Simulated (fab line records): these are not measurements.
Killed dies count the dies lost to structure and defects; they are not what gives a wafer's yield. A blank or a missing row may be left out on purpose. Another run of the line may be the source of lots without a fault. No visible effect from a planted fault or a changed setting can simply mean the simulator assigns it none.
Struck lot and sound lot, side by side ; flow rit_cmos ; 18 out of 202 route steps
Sound: these wafers, L345.1, L345.4, L345.6. Wafers L354.2, L354.4, L354.5 were the ones struck. The cause comes at the end.
At each step with rows: each side's tool, then ch and its chambers, then its first start. Under that, the readings that differ: sound wafers ; struck wafers ; difference of the means ; sigmas: that difference in standard deviations of wafers without a fault.
alike: words and numbers the same on both sides, and readings whose means are apart by under 2 such deviations; not compared: readings that were withheld, readings missing a value for some wafer, numbers with overlapping values and no deviation given by the record, and bounds like >300 which may hide the same value.
The two part at a step that has a row with sigmas, a row that says differs or no value, or rows on one side only. Non-overlapping numbers with no deviation appear without sigmas and do not part them. Lack of a reading on every wafer of one side parts them only where that side has two or more wafers.

first, 2 steps without rows for these wafers: RIT_ACTIVE_CLEAN_17 (cleans in SC2, time 600 s); RIT_FOX1_OXIDATION_00 (target thk 350.7 nm, ox time 1130 s).
RIT_FOX1_THK_MEAS_01:
  sound on film_metro-01, day 1 17:11; struck on film_metro-01, day 3 14:41
  alike: FOX1_OXIDE_THK
then, 2 steps without rows for these wafers: RIT_FOX1_WET_ETCH_02 (etches SiO2 in BOE, target depth 350 nm, time 390 s); RIT_FOX2_OXIDATION_00 (target thk 350.7 nm, ox time 1130 s).
RIT_FOX2_THK_MEAS_01:
  sound on film_metro-01, day 1 18:40; struck on film_metro-01, day 3 16:12
  alike: FOX2_OXIDE_THK
then, 2 steps without rows for these wafers: RIT_FOX2_CLEAN_02 (cleans in dHF, time 180 s); RIT_FOX2_WET_ETCH_03 (etches Si3N4 in H3PO4, target depth 195 nm, time 2700 s).
RIT_FOX2_THK_MEAS_90:
  sound on film_metro-01, day 1 19:33; struck on film_metro-01, day 3 17:05
  alike: FIELD_OXIDE_LEFT_1_THK
then, 3 steps without rows for these wafers: RIT_NWELL_HMDS_00 (prime time 60 s); RIT_NWELL_COAT_01 (resist thk 1300 nm); RIT_NWELL_SOFTBAKE_02 (time 60 s).
RIT_NWELL_EXPOSE_03: exposes mask M2, target cd 43900 nm.
  sound on iline_stepper-02 ch 0, day 1 20:11; struck on iline_stepper-01 ch 0, day 3 17:46
reading;sound;struck;difference;sigmas
model.NWELL.overlay_x_nm (nm);0.06508 0.06508 0.06508;-300.4 -300.4 -300.4;-300.5;
  alike: mask, exposure_dose_mJ_cm2
then, 2 steps without rows for these wafers: RIT_NWELL_PEB_04; RIT_NWELL_DEVELOP_05 (develop time 68 s).
RIT_NWELL_OVL_MEAS_06:
  sound on overlay-02, day 1 20:37; struck on overlay-02, day 3 18:14
reading;sound;struck;difference;sigmas
NWELL_OVL (nm);0.2 0.9 2.3;-301.7 -299.5 -299.5;-301.4;-99 or more
then, 1 step without rows for these wafers: RIT_NWELL_HARDBAKE_07 (time 120 s).
RIT_M1_PROBE_99:
  sound on prober-01, day 3 08:55; struck on prober-02, day 5 06:16
reading;sound;struck;difference;sigmas
model.etest.well_edge_right.line_ohm_um;181.4 184.1 180.8;203 197.1 199.6;+18;
model.etest.well_edge_left.line_ohm_um;181.1 181.3 183.7;168.9 169.7 170.7;-12.3;
  alike: killed_at_contacts, killed_at_front_end, killed_dies, killed_open, killed_short

== WHERE THEY PART ==
Only at RIT_NWELL_OVL_MEAS_06, as far as this record shows. Later steps at which nothing parts them and some readings are alike: RIT_M1_PROBE_99.

WHY: what the simulator had put in
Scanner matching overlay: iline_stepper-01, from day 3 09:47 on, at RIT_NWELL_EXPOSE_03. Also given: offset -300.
